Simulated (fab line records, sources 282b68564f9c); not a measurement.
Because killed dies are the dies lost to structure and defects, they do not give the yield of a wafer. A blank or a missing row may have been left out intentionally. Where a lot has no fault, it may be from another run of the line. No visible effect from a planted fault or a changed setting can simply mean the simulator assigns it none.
fab line records	flow rit-cmos
[record] lots = 6	wafers = 18	last-day = 7
route steps=202 shown PRETRO@72 GATE@75 FOX2@80 REOX@98 NLDD@103 SDANNEAL@155 M1@202
lots untouched by any fault: they come from a run of this same line in which no faults occurred
start-h: hours from the record's first day to the start of the lot's first wafer shown	wait-h: how many hours have passed since the lot's step before this one	" same as the row above	L1.1+2: several wafers, shown together as one row	- no value present, or no start provided	* or withheld: withheld	< > ~ a bound
route shown NAME@n: NAME is a module with steps in the file, n the number in the route of the first one	usual: mean and standard deviation over wafers with no fault	same: alike in all rows	chamber/n: place in a boat	sites: readings site by site	_std_site: standard deviation of those values	_edge_site: the outer-site mean with the inner-site mean subtracted	radius-mm: how far each site lies from the wafer's centre	mask NAME#n: copy n	behind: the most recent tool/chamber to have shaped the wafer	hold: reason for holding the lot/hours on hold/outcome of the hold	device: transistor that didn't switch, given as n, p or np	end of line: tests run on the same wafers once the route is complete	a step given without rows: its recipe and nothing more	killed: the dies lost at the first sort to structure and to defects; this is not the yield of the wafer	map: shows each die of a wafer: x if killed, . if not, _ if none is there
set.NAME: the setting that was run; set.NAME@STEP: the one run at that earlier step	model.NAME: the simulator's own value behind a step, which no gauge read
lots seen at some steps along the route; tables by step, rows by wafer
services: a tool's chamber out of use, with start hour (start-h, from the record's first day; less than 0 if before it), hours out, and reason
[[steps]]
[step RIT_PRETRO_IMPLANT_08]
[recipe] species = B	energy-kev = 45	dose-cm2 = 1.2e+13	tilt-deg = 7
[step RIT_PRETRO_STRIP_09]
[recipe] chemistry = O2	time-s = 180	resist = NOVOLAK	platen-temp-c = withheld	power-w = 500	pressure-mtorr = 4000	o2-flow-sccm = 4000
[usual] drypump-motor-current-A = 5.9/0.33
lot.wafer	tool	chamber	start-h	wait-h	drypump-motor-current-A	rf-hours-counter-h
L307.1	plasma-asher-02	1	52.07	0.1	5.7	41
L307.4	"	1	"	"	5.7	-
L307.6	"	1	"	"	5.7	-
L310.2	plasma-asher-02	1	66.88	0.1	5.7	43
L310.3	"	1	"	"	5.7	-
L310.5	"	1	"	"	5.7	-
L321.1	plasma-asher-02	0	122.23	0.1	6.3	49
L321.2	"	1	"	"	5.7	49
L321.3	"	0	"	"	6.3	-
L323.2	plasma-asher-02	0	127.76	0.1	6.3	50
L323.3	"	1	"	"	5.7	-
L323.6	"	0	"	"	6.3	-
L324.1	plasma-asher-01	0	134.86	0.1	6.2	35
L324.2	"	1	"	"	5.6	35
L324.5	"	1	"	"	5.6	-
L326.1	plasma-asher-02	1	144.85	0.1	5.7	52
L326.2	"	0	"	"	6.3	52
L326.5	"	0	"	"	6.3	-
[step RIT_PRETRO_TW_MEAS_10]
[usual] PRETRO_TW = 481.3/2.7
lot.wafer	tool	chamber	start-h	wait-h	PRETRO_TW
L307.1	film-metro-04	-	52.24	0.1	482.2
L307.4	"	-	"	"	482.8
L307.6	"	-	"	"	483.7
L310.2	film-metro-01	-	67.07	0.1	477.0
L310.3	"	-	"	"	478.3
L310.5	"	-	"	"	475.4
L321.1	film-metro-04	-	122.40	0.1	484.8
L321.2	"	-	"	"	482.4
L321.3	"	-	"	"	481.5
L323.2	film-metro-04	-	127.94	0.1	484.3
L323.3	"	-	"	"	481.7
L323.6	"	-	"	"	484.3
L324.1	film-metro-04	-	135.03	0.1	482.1
L324.2	"	-	"	"	485.0
L324.5	"	-	"	"	482.7
L326.1	film-metro-04	-	145.03	0.1	479.0
L326.2	"	-	"	"	478.6
L326.5	"	-	"	"	482.5
[step RIT_GATE_WET_ETCH_00]
[recipe] chemistry = BOE	target = SiO2	target-depth-nm = 56	time-s = 60	dry = n2-spin	dilution = 10:1	temp-c = 21.5
[step RIT_GATE_CLEAN_01]
[recipe] chemistry = SC1	mix = 3:3:50	time-s = 600	temp-c = 75
[step RIT_GATE_CLEAN_02]
[recipe] chemistry = dHF	dilution = 50:1	time-s = 30
[step RIT_GATE_CLEAN_03]
[recipe] chemistry = SC2	mix = 3:3:50	time-s = 600	temp-c = 75	dry = n2-spin
[step RIT_GATE_CLEAN_04]
[recipe] chemistry = dHF	dilution = 50:1	time-s = 60	dry = n2-spin
[step RIT_FOX2_THK_MEAS_91]
[recipe] reads = SiO2_of_FOX2_OXIDATION_00
[usual] FIELD_OXIDE_LEFT_2_THK = 251/7.7
lot.wafer	tool	chamber	start-h	wait-h	FIELD_OXIDE_LEFT_2_THK[nm]
L307.1	film-metro-02	-	52.72	0.0	250
L307.4	"	-	"	"	255
L307.6	"	-	"	"	253
L310.2	film-metro-04	-	67.76	0.0	255
L310.3	"	-	"	"	259
L310.5	"	-	"	"	252
L321.1	film-metro-02	-	122.88	0.0	246
L321.2	"	-	"	"	251
L321.3	"	-	"	"	244
L323.2	film-metro-01	-	128.44	0.0	261
L323.3	"	-	"	"	265
L323.6	"	-	"	"	267
L324.1	film-metro-04	-	135.55	0.0	252
L324.2	"	-	"	"	249
L324.5	"	-	"	"	249
L326.1	film-metro-02	-	145.52	0.0	240
L326.2	"	-	"	"	241
L326.5	"	-	"	"	244
[step RIT_GATE_OXIDATION_05]
[recipe] temp-c = 900	ambient = O2	target-thk-a = 30	ox-time-s = 270
[step RIT_GATE_ANNEAL_06]
[recipe] temp-c = 900	time-s = 600	ambient = N2O
[step RIT_GATE_THK_MEAS_07]
[recipe] reads = SiO2_of_GATE_OXIDATION_05
[usual] GATE_OXIDE_THK = 2.97/0.073
lot.wafer	tool	chamber	start-h	wait-h	GATE_OXIDE_THK[nm]
L307.1	film-metro-02	-	57.39	0.0	3.02
L307.4	"	-	"	"	3.06
L307.6	"	-	"	"	3.10
L310.2	film-metro-02	-	71.15	0.0	3.17
L310.3	"	-	"	"	3.07
L310.5	"	-	"	"	3.10
L321.1	film-metro-01	-	124.78	0.0	2.86
L321.2	"	-	"	"	2.87
L321.3	"	-	"	"	2.89
L323.2	film-metro-01	-	129.82	0.0	2.79
L323.3	"	-	"	"	2.85
L323.6	"	-	"	"	2.84
L324.1	film-metro-04	-	138.57	0.0	2.97
L324.2	"	-	"	"	2.90
L324.5	"	-	"	"	2.88
L326.1	film-metro-01	-	150.26	0.0	2.96
L326.2	"	-	"	"	3.02
L326.5	"	-	"	"	2.97
[step RIT_GATE_CVD_08]
[recipe] material = poly-Si	target-thk-nm = 250	temp-c = 610	precursor = SiH4	time-s = 2220	pressure-mtorr = 300	sih4-flow-sccm = 100
[usual] pressure-mtorr = 299.9/0.57
lot.wafer	tool	chamber	start-h	wait-h	pressure-mtorr	model.poly-Si_of_GATE_CVD_08.thk-nm
L307.1	lpcvd-01	1	57.45	0.1	300.1	244.9
L307.4	"	1	"	"	299.3	245.5
L307.6	"	1	"	"	299.3	245.4
L310.2	lpcvd-02	1	71.20	0.0	301.0	247.1
L310.3	"	1	"	"	300.6	246.2
L310.5	"	1	"	"	300.6	248.1
L321.1	lpcvd-02	0	124.84	0.1	359.4	270.3
L321.2	"	0	"	"	360.0	269.8
L321.3	"	0	"	"	359.2	272.9
L323.2	lpcvd-02	0	130.62	0.8	359.6	272.5
L323.3	"	0	"	"	359.9	273.4
L323.6	"	0	"	"	359.5	274.2
L324.1	lpcvd-01	1	138.63	0.1	300.7	252.2
L324.2	"	1	"	"	301.2	248.9
L324.5	"	1	"	"	300.8	247
L326.1	lpcvd-01	1	150.32	0.1	299.2	250.4
L326.2	"	1	"	"	300.1	249.3
L326.5	"	1	"	"	300.2	249.5
[step RIT_GATE_THK_MEAS_09]
[recipe] reads = poly-Si_of_GATE_CVD_08
[usual] GATE_POLY_THK = 248.8/1.9
lot.wafer	tool	chamber	start-h	wait-h	hold	GATE_POLY_THK[nm]
L307.1	film-metro-02	-	59.06	0.0	-	244.9
L307.4	"	-	"	"	-	245.5
L307.6	"	-	"	"	-	245.5
L310.2	film-metro-04	-	72.83	0.0	-	247.0
L310.3	"	-	"	"	-	246.3
L310.5	"	-	"	"	-	248.1
L321.1	film-metro-01	-	126.45	0.0	await-dispo/0.2h/release	270.2
L321.2	"	-	"	"	await-dispo/0.2h/release	269.8
L321.3	"	-	"	"	await-dispo/0.2h/release	272.8
L321.1	film-metro-01	-	126.68	0.2	-	270.1
L321.2	"	-	"	"	-	269.8
L321.3	"	-	"	"	-	272.9
L323.2	film-metro-04	-	132.25	0.0	await-dispo/0.2h/release	272.4
L323.3	"	-	"	"	await-dispo/0.2h/release	273.4
L323.6	"	-	"	"	await-dispo/0.2h/release	274.3
L323.2	film-metro-04	-	132.47	0.2	-	272.7
L323.3	"	-	"	"	-	273.3
L323.6	"	-	"	"	-	274.1
L324.1	film-metro-04	-	140.25	0.0	-	252.2
L324.2	"	-	"	"	-	248.9
L324.5	"	-	"	"	-	246.8
L326.1	film-metro-02	-	151.94	0.0	-	250.5
L326.2	"	-	"	"	-	249.3
L326.5	"	-	"	"	-	249.7
[step RIT_GATE_COAT_11]
[recipe] resist = NOVOLAK	spin-rpm = 4250	resist-thk-nm = 850
[step RIT_GATE_SOFTBAKE_12]
[recipe] resist = NOVOLAK	temp-c = 90	time-s = 60
[step RIT_GATE_EXPOSE_13]
[recipe] mask-id = M6	na = 0.6	source-shape = conventional	sigma-outer = 0.6	target-cd-nm = 150	dose-mj = 380
[step RIT_GATE_PEB_14]
[recipe] resist = NOVOLAK	temp-c = withheld	time-s = withheld
[step RIT_GATE_DEVELOP_15]
[recipe] resist = NOVOLAK	develop-time-s = 50	dev-temp-c = 23
[step RIT_GATE_CD_MEAS_16]
[recipe] target-cd-nm = 150
[usual] cd-nm = 148.7/2.9
lot.wafer	tool	chamber	start-h	wait-h	cd-nm
L307.1	cd-sem-02	-	60.10	-	142.3
L307.4	"	-	"	"	143.6
L307.6	"	-	"	"	145.1
L310.2	cd-sem-01	-	73.88	-	147.5
L310.3	"	-	"	"	148.7
L310.5	"	-	"	"	144.6
L321.1	cd-sem-02	-	133.30	-	148.6
L321.2	"	-	"	"	147.5
L321.3	"	-	"	"	147.4
L323.2	cd-sem-01	-	135.32	-	154.9
L323.3	"	-	"	"	155.8
L323.6	"	-	"	"	156.2
L324.1	cd-sem-02	-	141.16	-	151.9
L324.2	"	-	"	"	152.2
L324.5	"	-	"	"	152.6
L326.1	cd-sem-01	-	152.85	-	148.5
L326.2	"	-	"	"	147.0
L326.5	"	-	"	"	148.3
[step RIT_GATE_OVL_MEAS_17]
[usual] GATE_OVL = -1.2/1.5
lot.wafer	tool	chamber	start-h	wait-h	GATE_OVL[nm]
L307.1	overlay-01	-	60.22	0.1	0.2
L307.4	"	-	"	"	0.8
L307.6	"	-	"	"	0.1
L310.2	overlay-01	-	73.98	0.1	-1.3
L310.3	"	-	"	"	-2.2
L310.5	"	-	"	"	-3.3
L321.1	overlay-01	-	133.42	0.1	-3.4
L321.2	"	-	"	"	0.8
L321.3	"	-	"	"	-2.6
L323.2	overlay-01	-	135.43	0.1	0.5
L323.3	"	-	"	"	0.8
L323.6	"	-	"	"	0.3
L324.1	overlay-01	-	141.28	0.1	0.1
L324.2	"	-	"	"	0.9
L324.5	"	-	"	"	-0.7
L326.1	overlay-02	-	152.97	0.1	-2.9
L326.2	"	-	"	"	-1.7
L326.5	"	-	"	"	-1.0
[step RIT_GATE_HARDBAKE_18]
[recipe] resist = NOVOLAK	temp-c = 140	time-s = 60
[step RIT_GATE_ETCH_19]
[recipe] chemistry = SF6/CHF3/O2	time-s = 165	SF6_flow_sccm = 30	CHF3_flow_sccm = 30	O2_flow_sccm = 5	target = poly-Si	pressure-mtorr = 40	rf-w = 160	target-depth-a = 3125	over-etch-frac = 0.25	stop-on = SiO2
[usual] drypump-motor-current-A = 5.5/0.58	oes-product-au = 0.845/0.012	throttle-valve-pct = 10.24/0.16
lot.wafer	tool	chamber	start-h	wait-h	drypump-motor-current-A	oes-product-au	rf-hours-counter-h	throttle-valve-pct	model.etch.depth-nm	model.GATE.feature-depth-nm
L307.1	rie-si-01	2	60.40	0.1	6.1	0.850	99	10.11	244.9	244.9
L307.4	"	1	"	"	4.6	0.841	-	10.26	245.5	245.5
L307.6	"	2	"	"	6.1	0.854	-	10.10	245.4	245.4
L310.2	rie-si-02	1	74.50	0.1	5.2	0.835	17	10.03	247.1	247.1
L310.3	"	3	"	"	5.1	0.826	158	10.49	246.2	246.2
L310.5	"	3	"	"	5.1	0.830	-	10.48	248.1	248.1
L321.1	rie-si-01	3	133.60	0.1	5.2	0.872	1	10.37	270.3	270.3
L321.2	"	0	"	"	6.1	0.918	0	10.29	269.8	269.8
L321.3	"	2	"	"	6.0	0.919	100	10.09	272.9	272.9
L323.2	rie-si-01	2	135.61	0.1	6.0	0.919	100	10.09	272.5	272.5
L323.3	"	3	"	"	5.2	0.875	1	10.36	273.4	273.4
L323.6	"	1	"	"	4.6	0.907	-	10.27	274.2	274.2
L324.1	rie-si-02	0	141.46	0.1	6.4	0.849	64	10.04	252.2	252.2
L324.2	"	1	"	"	5.3	0.835	17	10.02	248.9	248.9
L324.5	"	2	"	"	5.4	0.838	-	10.41	247	247
L326.1	rie-si-02	1	153.15	0.1	5.2	0.840	17	10.03	250.4	250.4
L326.2	"	0	"	"	6.4	0.842	64	10.02	249.3	249.3
L326.5	"	3	"	"	5.1	0.835	-	10.48	249.5	249.5
[step RIT_GATE_STRIP_20]
[recipe] chemistry = O2	time-s = 180	resist = NOVOLAK	platen-temp-c = withheld	power-w = 500	pressure-mtorr = 4000	o2-flow-sccm = 4000
[usual] drypump-motor-current-A = 5.7/0.3
lot.wafer	tool	chamber	start-h	wait-h	drypump-motor-current-A	rf-hours-counter-h
L307.1	plasma-asher-04	0	60.51	0.1	5.3	36
L307.4	"	0	"	"	5.3	-
L307.6	"	0	"	"	5.3	-
L310.2	plasma-asher-01	1	74.61	0.1	5.6	28
L310.3	"	0	"	"	6.2	-
L310.5	"	0	"	"	6.2	-
L321.1	plasma-asher-04	0	133.71	0.1	5.3	1
L321.2	"	1	"	"	5.7	1
L321.3	"	0	"	"	5.3	-
L323.2	plasma-asher-01	1	135.72	0.1	5.6	35
L323.3	"	0	"	"	6.2	-
L323.6	"	1	"	"	5.6	-
L324.1	plasma-asher-01	0	141.57	0.1	6.2	36
L324.2	"	1	"	"	5.6	36
L324.5	"	1	"	"	5.6	-
L326.1	plasma-asher-01	1	153.26	0.1	5.6	38
L326.2	"	0	"	"	6.2	38
L326.5	"	0	"	"	6.2	-
[step RIT_GATE_CD_MEAS_90]
[recipe] target-cd-nm = 150
[usual] cd-nm = 148.7/2.9
lot.wafer	tool	chamber	start-h	wait-h	cd-nm
L307.1	cd-sem-01	-	60.69	0.1	142.2
L307.4	"	-	"	"	144.1
L307.6	"	-	"	"	144.5
L310.2	cd-sem-01	-	74.92	0.3	147.9
L310.3	"	-	"	"	148.8
L310.5	"	-	"	"	145.2
L321.1	cd-sem-01	-	133.88	0.1	148.3
L321.2	"	-	"	"	147.8
L321.3	"	-	"	"	147.5
L323.2	cd-sem-01	-	135.91	0.1	155.1
L323.3	"	-	"	"	156.1
L323.6	"	-	"	"	156.9
L324.1	cd-sem-02	-	141.75	0.1	151.7
L324.2	"	-	"	"	151.9
L324.5	"	-	"	"	152.2
L326.1	cd-sem-02	-	153.44	0.1	148.5
L326.2	"	-	"	"	147.7
L326.5	"	-	"	"	148.0
[step RIT_REOX_CLEAN_00]
[recipe] chemistry = SC1	mix = 3:3:50	time-s = 600	temp-c = 75
[step RIT_REOX_CLEAN_01]
[recipe] chemistry = dHF	dilution = 50:1	time-s = 30
[step RIT_REOX_CLEAN_02]
[recipe] chemistry = SC2	mix = 3:3:50	time-s = 600	temp-c = 75	dry = n2-spin
[step RIT_REOX_OXIDATION_03]
[recipe] temp-c = 900	ambient = O2	target-thk-a = 252	ox-time-s = 5580
[step RIT_REOX_THK_MEAS_04]
[recipe] reads = SiO2_of_REOX_OXIDATION_03
[usual] REOX_OXIDE_THK = 25.1/0.58
lot.wafer	tool	chamber	start-h	wait-h	REOX_OXIDE_THK[nm]
L307.1	film-metro-02	-	66.99	0.0	25.1
L307.4	"	-	"	"	25.9
L307.6	"	-	"	"	25.3
L310.2	film-metro-04	-	79.76	0.0	24.7
L310.3	"	-	"	"	25.2
L310.5	"	-	"	"	25.0
L321.1	film-metro-04	-	137.65	0.0	26.0
L321.2	"	-	"	"	26.5
L321.3	"	-	"	"	25.9
L323.2	film-metro-04	-	139.48	0.0	24.4
L323.3	"	-	"	"	24.4
L323.6	"	-	"	"	24.3
L324.1	film-metro-04	-	144.78	0.0	24.3
L324.2	"	-	"	"	23.9
L324.5	"	-	"	"	24.1
L326.1	film-metro-02	-	158.96	0.0	25.0
L326.2	"	-	"	"	25.0
L326.5	"	-	"	"	24.6
[step RIT_NLDD_HMDS_00]
[recipe] prime-time-s = 60	prime-temp-c = 140
[step RIT_NLDD_COAT_01]
[recipe] resist = NOVOLAK	spin-rpm = 3250	resist-thk-nm = 1000
[step RIT_NLDD_SOFTBAKE_02]
[recipe] resist = NOVOLAK	temp-c = 90	time-s = 60
[step RIT_NLDD_EXPOSE_03]
[recipe] mask-id = M7	na = 0.57	target-cd-nm = 40700	dose-mj = 250
[step RIT_NLDD_PEB_04]
[recipe] resist = NOVOLAK	temp-c = withheld	time-s = withheld
[step RIT_NLDD_DEVELOP_05]
[recipe] resist = NOVOLAK	develop-time-s = 50	dev-temp-c = 23
[step RIT_NLDD_OVL_MEAS_06]
[usual] NLDD_OVL = 0.3/1.3
lot.wafer	tool	chamber	start-h	wait-h	NLDD_OVL[nm]
L307.1	overlay-01	-	67.90	-	-2.0
L307.4	"	-	"	"	-1.8
L307.6	"	-	"	"	-3.4
L310.2	overlay-02	-	80.75	-	0.1
L310.3	"	-	"	"	1.2
L310.5	"	-	"	"	0.4
L321.1	overlay-01	-	138.96	-	1.7
L321.2	"	-	"	"	0.6
L321.3	"	-	"	"	1.2
L323.2	overlay-02	-	140.48	-	0.5
L323.3	"	-	"	"	0.7
L323.6	"	-	"	"	2.9
L324.1	overlay-02	-	145.69	-	3.0
L324.2	"	-	"	"	2.2
L324.5	"	-	"	"	2.0
L326.1	overlay-01	-	159.87	-	-0.1
L326.2	"	-	"	"	0.1
L326.5	"	-	"	"	-0.2
[step RIT_NLDD_HARDBAKE_07]
[recipe] resist = NOVOLAK	temp-c = 140	time-s = 60
[step RIT_NLDD_IMPLANT_08]
[recipe] species = P	energy-kev = 20	dose-cm2 = 5e+14	tilt-deg = 7
[step RIT_NLDD_STRIP_09]
[recipe] chemistry = O2	time-s = 180	resist = NOVOLAK	platen-temp-c = withheld	power-w = 500	pressure-mtorr = 4000	o2-flow-sccm = 4000
[usual] drypump-motor-current-A = 5.8/0.34
lot.wafer	tool	chamber	start-h	wait-h	drypump-motor-current-A	rf-hours-counter-h
L307.1	plasma-asher-02	1	68.24	0.1	5.7	43
L307.4	"	0	"	"	6.3	-
L307.6	"	0	"	"	6.3	-
L310.2	plasma-asher-04	0	81.32	0.1	5.3	38
L310.3	"	1	"	"	5.7	-
L310.5	"	0	"	"	5.3	-
L321.1	plasma-asher-04	1	139.43	0.1	5.7	1
L321.2	"	0	"	"	5.3	1
L321.3	"	1	"	"	5.7	-
L323.2	plasma-asher-01	0	140.81	0.1	6.2	36
L323.3	"	1	"	"	5.6	-
L323.6	"	1	"	"	5.6	-
L324.1	plasma-asher-01	1	146.03	0.1	5.6	37
L324.2	"	0	"	"	6.2	37
L324.5	"	1	"	"	5.6	-
L326.1	plasma-asher-01	0	160.20	0.1	6.2	39
L326.2	"	1	"	"	5.6	39
L326.5	"	0	"	"	6.2	-
[step RIT_NLDD_TW_MEAS_10]
[usual] NLDD_TW = 2505/11
lot.wafer	tool	chamber	start-h	wait-h	NLDD_TW
L307.1	film-metro-02	-	68.41	0.1	2502
L307.4	"	-	"	"	2496
L307.6	"	-	"	"	2498
L310.2	film-metro-01	-	81.51	0.1	2532
L310.3	"	-	"	"	2524
L310.5	"	-	"	"	2530
L321.1	film-metro-01	-	139.60	0.1	2514
L321.2	"	-	"	"	2506
L321.3	"	-	"	"	2500
L323.2	film-metro-01	-	140.99	0.1	2507
L323.3	"	-	"	"	2509
L323.6	"	-	"	"	2516
L324.1	film-metro-02	-	146.20	0.1	2498
L324.2	"	-	"	"	2492
L324.5	"	-	"	"	2499
L326.1	film-metro-02	-	160.38	0.1	2486
L326.2	"	-	"	"	2490
L326.5	"	-	"	"	2485
[step RIT_SDANNEAL_CLEAN_02]
[recipe] chemistry = SC2	mix = 3:3:50	time-s = 600	temp-c = 75	dry = n2-spin
lot.wafer	tool	chamber	start-h	wait-h	model.poly-Si_of_GATE_CVD_08.thk-nm
L307.1	wet-bench-03	0	76.03	0.0	157.4
L307.4	"	0	"	"	159.6
L307.6	"	0	"	"	158.8
L310.2	wet-bench-01	1	89.17	0.0	160.1
L310.3	"	1	"	"	158
L310.5	"	1	"	"	160.3
L321.1	wet-bench-03	1	150.80	0.0	183.9
L321.2	"	1	"	"	182.4
L321.3	"	1	"	"	184.6
L323.2	wet-bench-03	1	151.15	0.0	184.8
L323.3	"	1	"	"	186.7
L323.6	"	1	"	"	187.8
L324.1	wet-bench-01	2	153.71	0.0	164.4
L324.2	"	2	"	"	162
L324.5	"	2	"	"	160.8
L326.1	wet-bench-03	3	167.56	0.0	163.6
L326.2	"	3	"	"	163.3
L326.5	"	3	"	"	163.2
[step RIT_M1_PROBE_99]
[usual] killed_at_M0_to_M3 = 0.0/0.14	killed-at-contacts = 0.0/0.23	killed-at-front-end = 7/3.1	killed-dies = 7/3.1	killed-on-rim = 1.8/1.3	killed-open = 3.3/2	killed-short = 3.5/1.9
[same] gross-dies = 264	killed_at_M4_up = 0	killed-at-back-side = 0	killed-at-other = 0
lot.wafer	tool	chamber	start-h	wait-h	killed_at_M0_to_M3	killed-at-contacts	killed-at-front-end	killed-dies	killed-on-rim	killed-open	killed-short
L307.1	prober-01	-	84.33	0.1	0	0	3	3	0	2	1
L307.4	prober-01	-	84.48	0.2	0	0	7	7	3	3	4
L307.6	prober-01	-	84.58	0.2	0	1	6	7	0	2	5
L310.2	prober-02	-	97.02	0.1	0	0	5	5	1	2	3
L310.3	prober-02	-	97.07	0.2	0	0	6	6	2	4	2
L310.5	prober-02	-	97.17	0.2	0	0	11	11	4	6	5
L321.1	prober-01	-	158.33	0.1	0	0	5	5	1	3	2
L321.2	prober-01	-	158.38	0.1	0	0	7	7	1	3	4
L321.3	prober-01	-	158.43	0.2	0	0	6	6	4	2	4
L323.2	prober-01	-	159.17	0.1	0	0	7	7	1	4	3
L323.3	prober-01	-	159.22	0.2	0	0	1	1	1	0	1
L323.6	prober-01	-	159.37	0.2	0	0	7	7	2	4	3
L324.1	prober-02	-	161.54	0.1	0	0	8	8	0	2	6
L324.2	prober-02	-	161.59	0.1	0	0	4	4	1	1	3
L324.5	prober-02	-	161.74	0.2	1	0	2	3	1	1	2
// killed by level:class
L307.1 GATE:geometric-particle:short=1 GATE:geometric-particle:open=1 REOX:geometric-particle:open=1
L307.4 SILICIDE:geometric-particle:short=2 GATE:geometric-particle:open=1 GATE:geometric-particle:short=1 REOX:geometric-particle:open=1 REOX:geometric-particle:short=1 SPACER:geometric-particle:open=1
L307.6 GATE:geometric-particle:short=2 GATE:geometric-particle:open=2 FOX2:geometric-particle:short=1 REOX:geometric-particle:short=1 CONTACT:geometric-particle:short=1
L310.2 FOX1:geometric-particle:short=1 GATE:geometric-particle:open=1 GATE:geometric-particle:short=1 SPACER:geometric-particle:open=1 SPACER:geometric-particle:short=1
L310.3 SILICIDE:geometric-particle:short=2 GATE:geometric-particle:open=1 REOX:geometric-particle:open=1 SPACER:geometric-particle:open=1 SILICIDE:geometric-particle:open=1
L310.5 SILICIDE:geometric-particle:short=3 REOX:geometric-particle:open=2 FOX2:geometric-particle:open=1 GATE:geometric-particle:open=1 GATE:geometric-particle:short=1 REOX:geometric-particle:short=1 SPACER:geometric-particle:open=1 SILICIDE:geometric-particle:open=1
L321.1 FOX1:geometric-particle:short=1 GATE:geometric-particle:open=1 REOX:geometric-particle:open=1 SPACER:geometric-particle:open=1 SILICIDE:geometric-particle:short=1
L321.2 GATE:geometric-particle:short=2 FOX1:geometric-particle:short=1 FOX1:geometric-particle:open=1 GATE:geometric-particle:open=1 SPACER:geometric-particle:open=1 SILICIDE:geometric-particle:short=1
L321.3 GATE:geometric-particle:short=2 FOX1:geometric-particle:open=1 FOX2:geometric-particle:short=1 GATE:geometric-particle:open=1 SPACER:geometric-particle:short=1
L323.2 GATE:geometric-particle:open=3 GATE:geometric-particle:short=2 FOX1:geometric-particle:short=1 SILICIDE:geometric-particle:open=1
L323.3 SPACER:geometric-particle:short=1
L323.6 GATE:geometric-particle:short=2 SPACER:geometric-particle:open=2 FOX1:geometric-particle:open=1 FOX2:geometric-particle:open=1 SILICIDE:geometric-particle:short=1
L324.1 GATE:geometric-particle:short=2 FOX1:geometric-particle:short=1 GATE:geometric-particle:open=1 REOX:geometric-particle:open=1 REOX:geometric-particle:short=1 SPACER:geometric-particle:short=1 SILICIDE:geometric-particle:short=1
L324.2 GATE:geometric-particle:short=1 REOX:geometric-particle:short=1 SPACER:geometric-particle:short=1 SPACER:geometric-particle:open=1
L324.5 FOX2:geometric-particle:open=1 GATE:geometric-particle:short=1 M1:geometric-particle:short=1
[[services]]
tool	chamber	start-h	hours	kind
plasma-asher-01	-	39.76	1.2	repair
rie-si-02	-	45.84	0.2	repair
rie-si-01	3	54.15	-	clean
rie-si-01	3	54.15	14.9	scheduled-down
rie-si-01	3	54.15	14.9	vent-cycle
plasma-asher-04	-	62.61	0.7	repair
rie-si-02	1	79.75	7.3	repair
rie-si-01	0	84.89	-	clean
rie-si-01	0	84.89	18.5	scheduled-down
rie-si-01	0	84.89	18.5	vent-cycle
rie-si-02	3	90.35	8.8	repair
plasma-asher-04	-	91.79	1.4	repair
rie-si-02	3	99.19	-	clean
rie-si-02	3	99.19	22.9	scheduled-down
rie-si-02	3	99.19	22.9	vent-cycle
plasma-asher-04	-	99.32	2.8	repair
plasma-asher-04	-	108.75	9.0	pm
plasma-asher-04	0	108.75	9.0	vent-cycle
plasma-asher-04	1	108.75	9.0	vent-cycle
plasma-asher-04	0	117.75	-	clean
plasma-asher-04	1	117.75	-	clean
[[key]]
[first-sign] step = RIT_GATE_CVD_08	reading = pressure-mtorr	direction = up	sigmas = 99+	usual = 299.9	struck = 359.6
[effect] step = RIT_GATE_THK_MEAS_09	reading = visit	direction = added
[effect] step = RIT_GATE_THK_MEAS_09	reading = GATE_POLY_THK	direction = up	sigmas = 12	usual = 248.8	struck = 272.2
[effect] step = RIT_GATE_ETCH_19	reading = oes-product-au	direction = up	sigmas = 4.6	usual = 0.845	struck = 0.902
[model-effect] step = RIT_GATE_CVD_08	value = poly-Si_of_GATE_CVD_08.thk-nm	without = 248.3	struck = 272.2
[model-effect] step = RIT_GATE_ETCH_19	value = etch.depth-nm	without = 248.3	struck = 272.2
[model-effect] step = RIT_SDANNEAL_CLEAN_02	value = poly-Si_of_GATE_CVD_08.thk-nm	without = 161.1	struck = 185
met-at RIT_GATE_CVD_08
struck-wafers L321.1,L321.2,L321.3,L323.2,L323.3,L323.6
tester-left-out L321,L323
[fault] kind = process-parameter-drift	tool = lpcvd-02	chamber = 0	onset-h = 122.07	steps = RIT_GATE_CVD_08	channel = pressure-mtorr	offset = 60	shape = step	end-h = 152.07	acts-in = these-recipes-only	stated = 300
// tester-left-out: of these lots the tester's yield and bins aren't shown, on N5 and GAA mostly nor the transistor test; their killed dies are dies lost to structure and defects alone, not to doping, threshold or leakage, so they don't give the yield
